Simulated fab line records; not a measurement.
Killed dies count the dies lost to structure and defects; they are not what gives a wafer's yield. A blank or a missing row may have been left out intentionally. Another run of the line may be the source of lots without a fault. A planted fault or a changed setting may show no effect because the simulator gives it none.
One fault seen from 2 desks	flow berkeley_cmos170	each desk holds nothing but its own numbers, with what lay behind them at the end

FOR THE TOOL OWNER'S DESK: pecvd-03
The tool's own readings at UCB170_SPACER_CVD_00 (deposits SiO2 from TEOS/O2, target thk 376 nm, time 47 s): means of the sampled wafers that have a number, for each lot that ran on this tool. Marked OUT: a lot whose mean sits more than 4 standard deviations from the usual mean, which makes it out of limits; the brackets give that distance.
Columns: A = heater_power_w at UCB170_SPACER_CVD_00, usual 249 W; B = pressure_mtorr at UCB170_SPACER_CVD_00, usual 9002 mTorr
lot	first seen here	A	B
L669	day 6 19:56	300	9008
L667	day 6 19:59	291	9007
L672	day 7 21:28	275	9005
L674	day 8 08:50	233	9010
L688	day 11 00:46	312	9009
This desk found nothing out of limits on any of the 5 lots.

THE METROLOGY DESK
What the gauges read, lot by lot, whatever tool the lot ran on: means of the sampled wafers that have a number. Marked OUT: a lot whose mean sits more than 4 standard deviations from the usual mean, which makes it out of limits; the brackets give that distance.
Columns: A = NVT_TW at UCB170_NVT_TW_MEAS_09, usual 524; B = SPACER_TEOS_THK at UCB170_SPACER_THK_MEAS_01, usual 376 nm; C = CONTACT_PSG_THK at UCB170_CONTACT_THK_MEAS_02, usual 700 nm
lot	first seen here	A	B	C
L667	day 6 02:04	528	376	709
L669	day 6 02:16	516	374	712
L668	day 6 02:31	515	379	693
L672	day 7 00:35	531	322 (-11) OUT	697
L674	day 7 12:40	531	328 (-9.9) OUT	695
L679	day 8 11:41	516	375	704
L680	day 8 11:47	531	380	694
L681	day 8 15:19	533	379	699
L683	day 9 02:16	531	369	708
L684	day 9 02:19	518	376	703
L686	day 9 15:44	525	381	704
L687	day 10 01:08	517	374	696
L688	day 10 01:23	516	379	696
L689	day 10 17:03	533	377	686
This desk reports L672, L674 out of limits; the earliest was L672 at day 7 21:31 (SPACER_TEOS_THK at UCB170_SPACER_THK_MEAS_01). L667, L669, L668, L679, L680, L681, L683, L684, L686, L687, L688, L689: within limits.

PUT TOGETHER
Metrology desk: alarm possible at day 7 21:31 on L672, L674.
The tool owner's desk saw nothing out of limits.
Tool owner's desk: L672, L674 on record, inside its limits.
Of the lots named, all ran UCB170_SPACER_CVD_00 on pecvd-03.

WHAT THE SIMULATOR HAD INSERTED
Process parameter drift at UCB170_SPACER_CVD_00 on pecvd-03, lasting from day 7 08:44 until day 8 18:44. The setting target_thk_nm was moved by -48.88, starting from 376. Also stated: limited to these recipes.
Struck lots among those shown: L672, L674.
Hours from the fault's start to each desk's first reading out of limits: the metrology desk, 13.
